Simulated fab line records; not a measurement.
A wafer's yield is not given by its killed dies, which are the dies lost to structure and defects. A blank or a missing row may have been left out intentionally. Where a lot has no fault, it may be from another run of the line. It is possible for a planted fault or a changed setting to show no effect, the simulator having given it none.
fab line records	flow berkeleyCmos170
record lots=5	wafers=23
route steps=331 shown START@3 SACOX@98 NVT@111 GATE@130 NLDD@161 PSD@179 SILICIDE@211
startH: the number of hours between the record's first day and the start of the first shown wafer of the lot	waitH: hours since the lot's step before	" unchanged from the row above	L1.1+2: a single row standing in for several wafers	- no value, or no start was given	* or withheld: withheld	< > ~ a bound
route shown NAME@n: names a module that has steps shown in the file, with the first one's number in the route	usual: average and standard deviation across the fault-free wafers	same: alike in all rows	chamber/n: place in a boat	sites: per-site readings	_std_site: the values' standard deviation	_edge_site: mean of outer sites minus mean of inner sites	radiusMm: for every site, how far away it sits from the centre of the wafer	mask NAME#n: copy n	behind: tool/chamber where the wafer was last shaped	hold: what put the lot on hold/how long, in hours/how the hold closed	device: the n, p or np transistor that did not switch	end of line: the route-end tests of the same wafers	a step given without rows: its recipe and nothing more	killed: not the wafer's yield, but the dies lost to structure and defects at the first sort	map: the dies of a wafer, with x for killed, . for not killed, _ for no die there
set.NAME: the setting as run; set.NAME@STEP: as run at that earlier step	model.NAME: the simulator's own value behind a step, which no gauge read
one table per step and one row per wafer, for lots whose settings were changed on purpose
## steps
# step UCB170_START_OXIDATION_02
# recipe tempC=950	ambient=O2	targetThkA=200	oxTimeS=1800
lot.wafer	tool	chamber	startH	waitH	set.oxTimeS	model.SiO2_of_START_OXIDATION_02.thkNm
L074.1+4	-	-	-	3.1	1658	19.18
L074.2	"	-	"	"	1658	18.91
L074.3	"	-	"	"	1658	19.2
L074.6	"	-	"	"	1658	18.83
L077.1	-	-	-	4.2	2041	22.52
L077.2	"	-	"	"	2041	22.11
L077.3	"	-	"	"	2041	22.43
L077.4	"	-	"	"	2041	22.26
L077.6	"	-	"	"	2041	22.23
L082.1	-	-	-	3.1	1552	18.81
L082.2	"	-	"	"	1552	18.79
L082.3	"	-	"	"	1552	18.72
L082.4	"	-	"	"	1552	18.91
L082.5	"	-	"	"	1552	18.8
L083.1	-	-	-	1.8	1654	19.35
L083.2	"	-	"	"	1654	19.14
L083.3	"	-	"	"	1654	19.04
L083.4	"	-	"	"	1654	18.82
L083.6	"	-	"	"	1654	18.95
L085.1+5	furnace-02	0	69.21	4.1	1800	20.89
L085.3	"	0	"	"	1800	21.4
# step UCB170_START_THK_MEAS_03
# recipe reads=SiO2_of_START_OXIDATION_02
# usual START_OXIDE_THK=20.3/0.39
lot.wafer	tool	chamber	startH	waitH	set.oxTimeS@START_OXIDATION_02	START_OXIDE_THK[nm]
L074.1	filmMetro-03	-	-	-	1658	19.2
L074.2	"	-	"	"	1658	18.9
L074.3	"	-	"	"	1658	19.2
L074.4	"	-	"	"	1658	19.2
L074.6	"	-	"	"	1658	18.8
L077.1	filmMetro-04	-	-	-	2041	22.5
L077.2	"	-	"	"	2041	22.1
L077.3	"	-	"	"	2041	22.4
L077.4	"	-	"	"	2041	22.2
L077.6	"	-	"	"	2041	22.3
L082.1	filmMetro-04	-	-	-	1552	18.8
L082.2	"	-	"	"	1552	18.8
L082.3	"	-	"	"	1552	18.7
L082.4	"	-	"	"	1552	18.9
L082.5	"	-	"	"	1552	18.8
L083.1	filmMetro-03	-	-	-	1654	19.3
L083.2	"	-	"	"	1654	19.2
L083.3	"	-	"	"	1654	19.1
L083.4	"	-	"	"	1654	18.8
L083.6	"	-	"	"	1654	18.9
L085.1	filmMetro-04	-	70.71	0.0	1800	20.9
L085.3	"	-	"	"	1800	21.4
L085.5	"	-	"	"	1800	20.9
# step UCB170_SACOX_OXIDATION_01
# recipe tempC=900	ambient=O2	targetThkA=144	oxTimeS=2400
lot.wafer	tool	chamber	startH	waitH	set.tempC	model.SiO2_of_SACOX_OXIDATION_01.thkNm
L074.1	-	-	-	1.6	879.2	11.47
L074.2	"	-	"	"	879.2	11.28
L074.3	"	-	"	"	879.2	11.4
L074.4	"	-	"	"	879.2	11.69
L074.6	"	-	"	"	879.2	11.44
L077.1+4	-	-	-	3.8	876.6	11.33
L077.2	"	-	"	"	876.6	11.27
L077.3	"	-	"	"	876.6	11.51
L077.6	"	-	"	"	876.6	11.34
L082.1	-	-	-	3.7	877.1	11.66
L082.2	"	-	"	"	877.1	11.48
L082.3	"	-	"	"	877.1	11.45
L082.4	"	-	"	"	877.1	11.4
L082.5	"	-	"	"	877.1	11.37
L083.1	-	-	-	2.2	878.7	11.35
L083.2	"	-	"	"	878.7	11.64
L083.3	"	-	"	"	878.7	11.48
L083.4	"	-	"	"	878.7	11.53
L083.6	"	-	"	"	878.7	11.5
L085.1	furnace-03	0	158.12	3.0	900	14.28
L085.3	"	0	"	"	900	14.48
L085.5	"	0	"	"	900	14.51
# step UCB170_SACOX_THK_MEAS_02
# recipe reads=SiO2_of_SACOX_OXIDATION_01
# usual SACOX_OXIDE_THK=14.47/0.25
lot.wafer	tool	chamber	startH	waitH	set.tempC@SACOX_OXIDATION_01	SACOX_OXIDE_THK[nm]
L074.1	filmMetro-01	-	-	-	879.2	11.47
L074.2	"	-	"	"	879.2	11.23
L074.3	"	-	"	"	879.2	11.38
L074.4	"	-	"	"	879.2	11.67
L074.6	"	-	"	"	879.2	11.43
L077.1	filmMetro-02	-	-	-	876.6	11.26
L077.2	"	-	"	"	876.6	11.25
L077.3	"	-	"	"	876.6	11.47
L077.4	"	-	"	"	876.6	11.33
L077.6	"	-	"	"	876.6	11.35
L082.1	filmMetro-01	-	-	-	877.1	11.66
L082.2	"	-	"	"	877.1	11.44
L082.3	"	-	"	"	877.1	11.45
L082.4	"	-	"	"	877.1	11.39
L082.5	"	-	"	"	877.1	11.37
L083.1	filmMetro-01	-	-	-	878.7	11.32
L083.2	"	-	"	"	878.7	11.62
L083.3	"	-	"	"	878.7	11.52
L083.4	"	-	"	"	878.7	11.50
L083.6	"	-	"	"	878.7	11.48
L085.1	filmMetro-01	-	159.82	0.0	900	14.27
L085.3	"	-	"	"	900	14.48
L085.5	"	-	"	"	900	14.51
# step UCB170_NVT_IMPLANT_07
# recipe species=BF2	doseCm2=3e+12	energyKev=50	tiltDeg=7
lot.wafer	tool	chamber	startH	waitH	set.energyKev	model.implant.rpNm	model.implant.drpNm
L074.1+3+4	implanter-02	0	111.65	0.0	50	38.03	18.57
L074.2+6	"	0	"	"	50.8	38.63	18.78
L077.1+2+3+4+6	implanter-03	0	141.08	0.0	50	36.56	18.57
L082.1+3	implanter-02	0	150.11	0.0	50	36.71	18.57
L082.2+4+5	"	0	"	"	47.82	35.13	17.99
L083.1+2+4	implanter-03	0	158.22	0.0	50	37.76	18.57
L083.3+6	"	0	"	"	50.93	38.46	18.82
L085.1+3+5	implanter-03	0	170.39	0.0	50	37.34	18.57
# step UCB170_GATE_CVD_04
# recipe material=poly-Si	tempC=610	precursor=SiH4	timeS=1440	pressureMtorr=375	targetThkNm=214	sih4FlowSccm=120
lot.wafer	tool	chamber	startH	waitH	set.tempC	model.poly-Si_of_GATE_CVD_04.thkNm
L074.1	-	-	-	0.4	610	215.8
L074.2+6	"	-	"	"	610	215.2
L074.3	"	-	"	"	610	213.9
L074.4	"	-	"	"	610	215.3
L077.1	-	-	-	0.0	610	215.9
L077.2	"	-	"	"	610	216.2
L077.3	"	-	"	"	610	215.5
L077.4	"	-	"	"	610	215
L077.6	"	-	"	"	610	215.1
L082.1	-	-	-	0.0	610	217.7
L082.2	"	-	"	"	610	214.8
L082.3	"	-	"	"	610	217.3
L082.4	"	-	"	"	610	215.4
L082.5	"	-	"	"	610	216
L083.1	-	-	-	0.0	622.3	285.1
L083.2	"	-	"	"	622.3	283.1
L083.3	"	-	"	"	622.3	285.6
L083.4	"	-	"	"	622.3	284.7
L083.6	"	-	"	"	622.3	286
L085.1	lpcvd-02	0	189.83	0.0	610	212.7
L085.3	"	0	"	"	610	211.9
L085.5	"	0	"	"	610	212.5
# step UCB170_GATE_THK_MEAS_05
# recipe reads=poly-Si_of_GATE_CVD_04
# usual GATE_POLY_THK=213.9/2.4
lot.wafer	tool	chamber	startH	waitH	set.tempC@GATE_CVD_04	GATE_POLY_THK[nm]
L074.1	filmMetro-04	-	-	-	610	215.6
L074.2	"	-	"	"	610	215.2
L074.3	"	-	"	"	610	213.9
L074.4	"	-	"	"	610	215.3
L074.6	"	-	"	"	610	215.2
L077.1	filmMetro-02	-	-	-	610	215.9
L077.2	"	-	"	"	610	216.1
L077.3	"	-	"	"	610	215.5
L077.4	"	-	"	"	610	215.0
L077.6	"	-	"	"	610	215.1
L082.1	filmMetro-01	-	-	-	610	217.8
L082.2	"	-	"	"	610	214.7
L082.3	"	-	"	"	610	217.4
L082.4	"	-	"	"	610	215.2
L082.5	"	-	"	"	610	215.9
L083.1	filmMetro-01	-	-	-	622.3	285.2
L083.2	"	-	"	"	622.3	283.3
L083.3	"	-	"	"	622.3	285.6
L083.4	"	-	"	"	622.3	284.8
L083.6	"	-	"	"	622.3	285.8
L085.1	filmMetro-01	-	191.23	0.0	610	212.6
L085.3	"	-	"	"	610	211.8
L085.5	"	-	"	"	610	212.3
# step UCB170_GATE_ETCH_14
# recipe chemistry=N2/H2	targetDepthA=withheld	overetchA=withheld	target=BARC	timeS=withheld	sourceW=500	biasW=100	pressureMtorr=30	n2FlowSccm=100	h2FlowSccm=200
lot.wafer	tool	chamber	startH	waitH	set.biasW
L074.1+2+6	rieDiel-04	1,3,2	125.27	0.0	96.68
L074.3+4	"	2,3	"	"	100
L077.1+2+3+4+6	rieDiel-01	2,0,3,1,1	155.35	0.0	100
L082.1+2+5	rieDiel-01	0,2,3	166.28	0.0	108.4
L082.3+4	"	3,1	"	"	100
L083.1+4	rieDiel-04	3,2	173.13	0.0	111.2
L083.2+3+6	"	1,0,3	"	"	100
L085.1+3+5	rieDiel-02	2,3,2	192.63	0.0	100
# step UCB170_GATE_ETCH_15
# recipe chemistry=HBr/Cl2	target=poly-Si	stopOn=SiO2	overEtchFrac=0.3	icpW=300	biasW=150	timeS=56.3	pressureMtorr=15	HBr_flow_sccm=150	Cl2_flow_sccm=50	targetDepthA=2782
# usual oesProductAu=0.830/0.018
lot.wafer	tool	chamber	startH	waitH	set.tempC@GATE_CVD_04	oesProductAu	model.etch.depthNm	model.GATE.featureDepthNm
L074.1	rieSi-01	3	125.31	-	610	0.813	215.8	215.8
L074.2	"	0	"	"	610	0.858	215.2	215.2
L074.3	"	2	"	"	610	0.844	213.9	213.9
L074.4	"	1	"	"	610	0.833	215.3	215.3
L074.6	"	2	"	"	610	0.830	215.2	215.2
L077.1	rieSi-02	1	155.39	-	610	0.830	215.9	215.9
L077.2	"	0	"	"	610	0.855	216.2	216.2
L077.3	"	2	"	"	610	0.826	215.5	215.5
L077.4	"	3	"	"	610	0.821	215	215
L077.6	"	2	"	"	610	0.831	215.1	215.1
L082.1	rieSi-02	1	166.32	-	610	0.839	217.7	217.7
L082.2	"	3	"	"	610	0.811	214.8	214.8
L082.3	"	2	"	"	610	0.829	217.3	217.3
L082.4	"	0	"	"	610	0.849	215.4	215.4
L082.5	"	2	"	"	610	0.833	216	216
L083.1	rieSi-01	0	173.18	-	622.3	1.029	280.9	280.9
L083.2	"	1	"	"	622.3	0.987	281.7	281.7
L083.3	"	2	"	"	622.3	0.992	276.1	276.1
L083.4	"	3	"	"	622.3	0.973	274.9	274.9
L083.6	"	0	"	"	622.3	1.038	281.1	281.1
L085.1	rieSi-01	1	192.67	-	610	0.817	212.7	212.8
L085.3	"	3	"	"	610	0.804	211.9	211.9
L085.5	"	1	"	"	610	0.819	212.5	212.6
# step UCB170_NLDD_EXPOSE_03
# recipe maskId=NSELECT	na=0.5	sigmaOuter=0.6	sourceShape=conventional	targetCdNm=1200	doseMj=30
lot.wafer	tool	chamber	startH	waitH	mask	set.doseMj
L074.1+3+6	krfScanner-01	0	131.07	0.2	NSELECT#0	30
L074.2+4	"	0	"	"	NSELECT#0	28.51
L077.1+2+3+4+6	krfScanner-02	0	158.31	0.1	NSELECT#0	30
L082.1+2+3+4+5	krfScanner-01	0	170.85	0.2	NSELECT#0	30
L083.1+3+4	krfScanner-02	0	176.05	0.2	NSELECT#0	32.18
L083.2+6	"	0	"	"	NSELECT#0	30
L085.1+3+5	krfScanner-01	0	195.32	0.1	NSELECT#0	30
# step UCB170_NLDD_PEB_04
# recipe pebTempC=130	pebTimeS=withheld	resist=KrF
# step UCB170_NLDD_DEVELOP_05
# recipe developer=TMAH	developTimeS=45	resist=KrF	devTempC=21
# step UCB170_NLDD_CD_MEAS_06
# recipe targetCdNm=1200
# usual cdNm=1199.6/1.1
lot.wafer	tool	chamber	startH	waitH	set.doseMj@NLDD_EXPOSE_03	cdNm
L074.1	cdSem-01	-	131.56	-	30	1201.4
L074.2	"	-	"	"	28.51	1191.5
L074.3	"	-	"	"	30	1201.1
L074.4	"	-	"	"	28.51	1192.8
L074.6	"	-	"	"	30	1201.7
L077.1	cdSem-01	-	158.70	-	30	1198.0
L077.2	"	-	"	"	30	1199.6
L077.3	"	-	"	"	30	1199.0
L077.4	"	-	"	"	30	1198.3
L077.6	"	-	"	"	30	1199.1
L082.1	cdSem-02	-	171.56	-	30	1198.4
L082.2	"	-	"	"	30	1198.8
L082.3	"	-	"	"	30	1200.1
L082.4	"	-	"	"	30	1198.7
L082.5	"	-	"	"	30	1199.4
L083.1	cdSem-02	-	176.47	-	32.18	1211.4
L083.2	"	-	"	"	30	1198.6
L083.3	"	-	"	"	32.18	1213.0
L083.4	"	-	"	"	32.18	1213.1
L083.6	"	-	"	"	30	1199.7
L085.1	cdSem-02	-	195.86	-	30	1198.5
L085.3	"	-	"	"	30	1199.1
L085.5	"	-	"	"	30	1198.6
# step UCB170_PSD_PEB_04
# recipe pebTempC=130	pebTimeS=withheld	resist=KrF
lot.wafer	tool	chamber	startH	waitH	set.pebTempC
L074.1+2+4	lithoTrack-03	0	138.15	0.1	130
L074.3+6	"	0	"	"	126.6
L077.1+2+3+4+6	lithoTrack-03	0	164.36	0.1	130
L082.1+2+3+4+5	lithoTrack-03	0	177.46	0.6	130
L083.1+2+6	lithoTrack-03	0	185.08	0.1	130
L083.3+4	"	0	"	"	127.2
L085.1+3+5	lithoTrack-02	0	205.23	0.9	130
# step UCB170_PSD_DEVELOP_05
# recipe developer=TMAH	developTimeS=45	resist=KrF	devTempC=21
# step UCB170_PSD_CD_MEAS_06
# recipe targetCdNm=1200
# usual cdNm=1199.8/1.4
lot.wafer	tool	chamber	startH	waitH	set.pebTempC@PSD_PEB_04	cdNm
L074.1	cdSem-01	-	138.42	-	130	1198.3
L074.2	"	-	"	"	130	1199.1
L074.3	"	-	"	"	126.6	1173.3
L074.4	"	-	"	"	130	1199.5
L074.6	"	-	"	"	126.6	1174.5
L077.1	cdSem-01	-	164.63	-	130	1200.1
L077.2	"	-	"	"	130	1199.9
L077.3	"	-	"	"	130	1200.3
L077.4	"	-	"	"	130	1199.3
L077.6	"	-	"	"	130	1200.6
L082.1	cdSem-02	-	177.74	-	130	1200.9
L082.2	"	-	"	"	130	1199.1
L082.3	"	-	"	"	130	1201.8
L082.4	"	-	"	"	130	1201.6
L082.5	"	-	"	"	130	1201.4
L083.1	cdSem-01	-	185.36	-	130	1199.0
L083.2	"	-	"	"	130	1198.5
L083.3	"	-	"	"	127.2	1177.3
L083.4	"	-	"	"	127.2	1177.0
L083.6	"	-	"	"	130	1198.1
L085.1	cdSem-01	-	205.50	-	130	1198.3
L085.3	"	-	"	"	130	1197.7
L085.5	"	-	"	"	130	1198.7
# step UCB170_PSD_IMPLANT_08
# recipe species=B	doseCm2=3e+15	energyKev=20	tiltDeg=7
lot.wafer	tool	chamber	startH	waitH	set.energyKev	model.implant.drpNm
L074.1+4	implanter-02	0	138.58	0.0	19.66	28
L074.2+3+6	"	0	"	"	20	28.34
L077.1+2+3+4+6	implanter-04	0	164.79	0.0	20	28.34
L082.1+2+3+4+5	implanter-03	0	177.89	0.0	20	28.34
L083.1+4+6	implanter-02	0	185.51	0.0	20.52	28.89
L083.2+3	"	0	"	"	20	28.34
L085.1+3+5	implanter-03	0	205.66	0.0	20	28.34
# step UCB170_PSD_STRIP_09
# recipe chemistry=O2	powerW=400	pressureMtorr=3500	platenTempC=withheld	o2FlowSccm=400	overashFraction=0.5
# usual stripTimeToEndpointS=29.41/0.079
lot.wafer	tool	chamber	startH	waitH	set.energyKev@PSD_IMPLANT_08	stripTimeToEndpointS
L074.1	plasmaAsher-04	1	138.73	0.1	19.66	29.19
L074.2	"	0	"	"	20	29.34
L074.3	"	1	"	"	20	29.25
L074.4	"	0	"	"	19.66	29.15
L074.6	"	0	"	"	20	29.24
L077.1	plasmaAsher-02	1	164.94	0.1	20	29.41
L077.2	"	0	"	"	20	29.38
L077.3	"	1	"	"	20	29.48
L077.4	"	0	"	"	20	29.45
L077.6	"	1	"	"	20	29.44
L082.1	plasmaAsher-01	1	178.04	0.1	20	29.40
L082.2	"	0	"	"	20	29.41
L082.3	"	1	"	"	20	29.40
L082.4	"	0	"	"	20	29.36
L082.5	"	0	"	"	20	29.38
L083.1	plasmaAsher-04	1	185.66	0.1	20.52	29.70
L083.2	"	0	"	"	20	29.51
L083.3	"	1	"	"	20	29.46
L083.4	"	0	"	"	20.52	29.77
L083.6	"	0	"	"	20.52	29.69
L085.1	plasmaAsher-04	1	205.81	0.1	20	29.37
L085.3	"	1	"	"	20	29.43
L085.5	"	0	"	"	20	29.40
# step UCB170_SILICIDE_SPUTTER_01
# recipe material=Ti	targetThkNm=30	timeS=25	powerW=1500	chamberPressurePa=0.5
lot.wafer	tool	chamber	startH	waitH	set.timeS	model.Ti_of_SILICIDE_SPUTTER_01.thkNm
L074.1	pvdSputter-01	-	142.42	0.0	25	29.05
L074.2	"	-	"	"	25	29.39
L074.3	"	-	"	"	25	29.84
L074.4	"	-	"	"	27.18	32.79
L074.6	"	-	"	"	27.18	32.55
L077.1	pvdSputter-04	-	170.43	0.0	25	29.77
L077.2	"	-	"	"	25	29.67
L077.3	"	-	"	"	25	29.68
L077.4	"	-	"	"	25	29.61
L077.6	"	-	"	"	25	29.51
L082.1	pvdSputter-01	-	181.29	0.0	21.95	26.49
L082.2	"	-	"	"	21.95	26.3
L082.3	"	-	"	"	25	29.55
L082.4	"	-	"	"	25	28.93
L082.5	"	-	"	"	25	30.16
L083.1	pvdSputter-02	-	189.06	0.0	25	29.43
L083.2	"	-	"	"	25	29.96
L083.3	"	-	"	"	25	29.29
L083.4	"	-	"	"	21.55	25.26
L083.6	"	-	"	"	21.55	25.63
L085.1	pvdSputter-04	-	211.64	0.0	25	30.19
L085.3	"	-	"	"	25	29.57
L085.5	"	-	"	"	25	29.78
# step UCB170_SILICIDE_RS_MEAS_02
# recipe thkMeasGauge=four-point-probe	reads=Ti_of_SILICIDE_SPUTTER_01
# usual SILICIDE_TI_RS=26.4/0.46
lot.wafer	tool	chamber	startH	waitH	set.timeS@SILICIDE_SPUTTER_01	SILICIDE_TI_RS[ohm/sq]
L074.1	filmMetro-01	-	142.45	0.0	25	27.1
L074.2	"	-	"	"	25	26.7
L074.3	"	-	"	"	25	26.2
L074.4	"	-	"	"	27.18	23.5
L074.6	"	-	"	"	27.18	23.7
L077.1	filmMetro-01	-	170.46	0.0	25	26.4
L077.2	"	-	"	"	25	26.5
L077.3	"	-	"	"	25	26.4
L077.4	"	-	"	"	25	26.5
L077.6	"	-	"	"	25	26.6
L082.1	filmMetro-01	-	181.32	0.0	21.95	30.2
L082.2	"	-	"	"	21.95	30.5
L082.3	"	-	"	"	25	26.6
L082.4	"	-	"	"	25	27.2
L082.5	"	-	"	"	25	25.9
L083.1	filmMetro-01	-	189.09	0.0	25	26.7
L083.2	"	-	"	"	25	26.2
L083.3	"	-	"	"	25	26.8
L083.4	"	-	"	"	21.55	32.0
L083.6	"	-	"	"	21.55	31.5
L085.1	filmMetro-01	-	211.67	0.0	25	25.9
L085.3	"	-	"	"	25	26.5
L085.5	"	-	"	"	25	26.3
# step UCB170_SILICIDE_THK_MEAS_03
# recipe thkMeasGauge=xrf	reads=Ti_of_SILICIDE_SPUTTER_01
# usual SILICIDE_TI_THK=30.6/0.47
lot.wafer	tool	chamber	startH	waitH	set.timeS@SILICIDE_SPUTTER_01	SILICIDE_TI_THK[nm]
L074.1	filmMetro-01	-	142.57	0.1	25	29.8
L074.2	"	-	"	"	25	30.3
L074.3	"	-	"	"	25	30.7
L074.4	"	-	"	"	27.18	33.7
L074.6	"	-	"	"	27.18	33.4
L077.1	filmMetro-01	-	170.58	0.1	25	30.5
L077.2	"	-	"	"	25	30.6
L077.3	"	-	"	"	25	30.7
L077.4	"	-	"	"	25	30.4
L077.6	"	-	"	"	25	30.4
L082.1	filmMetro-01	-	181.44	0.1	21.95	27.2
L082.2	"	-	"	"	21.95	27.1
L082.3	"	-	"	"	25	30.3
L082.4	"	-	"	"	25	29.7
L082.5	"	-	"	"	25	31.1
L083.1	filmMetro-01	-	189.21	0.1	25	30.3
L083.2	"	-	"	"	25	30.8
L083.3	"	-	"	"	25	30.1
L083.4	"	-	"	"	21.55	26.0
L083.6	"	-	"	"	21.55	26.2
L085.1	filmMetro-01	-	211.79	0.1	25	31.0
L085.3	"	-	"	"	25	30.4
L085.5	"	-	"	"	25	30.4
## key
split step=UCB170_START_OXIDATION_02	setting=oxTimeS	stated=1800	by=lot
response step=UCB170_START_OXIDATION_02	reading=model.SiO2_of_START_OXIDATION_02.thkNm	change=+0.141	per=1%	r=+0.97
response step=UCB170_START_THK_MEAS_03	reading=START_OXIDE_THK	change=+0.141	per=1%	r=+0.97
split step=UCB170_SACOX_OXIDATION_01	setting=tempC	stated=900	by=lot
response step=UCB170_SACOX_OXIDATION_01	reading=model.SiO2_of_SACOX_OXIDATION_01.thkNm	change=+1.2	per=1%	r=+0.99
response step=UCB170_SACOX_THK_MEAS_02	reading=SACOX_OXIDE_THK	change=+1.2	per=1%	r=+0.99
split step=UCB170_NVT_IMPLANT_07	setting=energyKev	stated=50	by=wafer
response step=UCB170_NVT_IMPLANT_07	reading=model.implant.rpNm	change=+0.366	per=1%	r=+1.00
response step=UCB170_NVT_IMPLANT_07	reading=model.implant.drpNm	change=+0.134	per=1%	r=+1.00
split step=UCB170_GATE_CVD_04	setting=tempC	stated=610	by=lot
response step=UCB170_GATE_CVD_04	reading=model.poly-Si_of_GATE_CVD_04.thkNm	change=+34.6	per=1%	r=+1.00
response step=UCB170_GATE_THK_MEAS_05	reading=GATE_POLY_THK	change=+34.7	per=1%	r=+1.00
response step=UCB170_GATE_ETCH_15	reading=oesProductAu	change=+0.0861	per=1%	r=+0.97
response step=UCB170_GATE_ETCH_15	reading=model.etch.depthNm	change=+31.7	per=1%	r=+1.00
response step=UCB170_GATE_ETCH_15	reading=model.GATE.featureDepthNm	change=+31.7	per=1%	r=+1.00
split step=UCB170_GATE_ETCH_14	setting=biasW	stated=100	by=wafer
response none clear
split step=UCB170_NLDD_EXPOSE_03	setting=doseMj	stated=30	by=wafer
response step=UCB170_NLDD_CD_MEAS_06	reading=cdNm	change=+1.85	per=1%	r=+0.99
split step=UCB170_PSD_PEB_04	setting=pebTempC	stated=130	by=wafer
response step=UCB170_PSD_CD_MEAS_06	reading=cdNm	change=+9.73	per=1%	r=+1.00
split step=UCB170_PSD_IMPLANT_08	setting=energyKev	stated=20	by=wafer
response step=UCB170_PSD_IMPLANT_08	reading=model.implant.drpNm	change=+0.208	per=1%	r=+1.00
response step=UCB170_PSD_STRIP_09	reading=stripTimeToEndpointS	change=*	per=1%	r=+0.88
split step=UCB170_SILICIDE_SPUTTER_01	setting=timeS	stated=25	by=wafer
response step=UCB170_SILICIDE_SPUTTER_01	reading=model.Ti_of_SILICIDE_SPUTTER_01.thkNm	change=+0.297	per=1%	r=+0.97
response step=UCB170_SILICIDE_RS_MEAS_02	reading=SILICIDE_TI_RS	change=-0.348	per=1%	r=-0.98
response step=UCB170_SILICIDE_THK_MEAS_03	reading=SILICIDE_TI_THK	change=+0.306	per=1%	r=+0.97
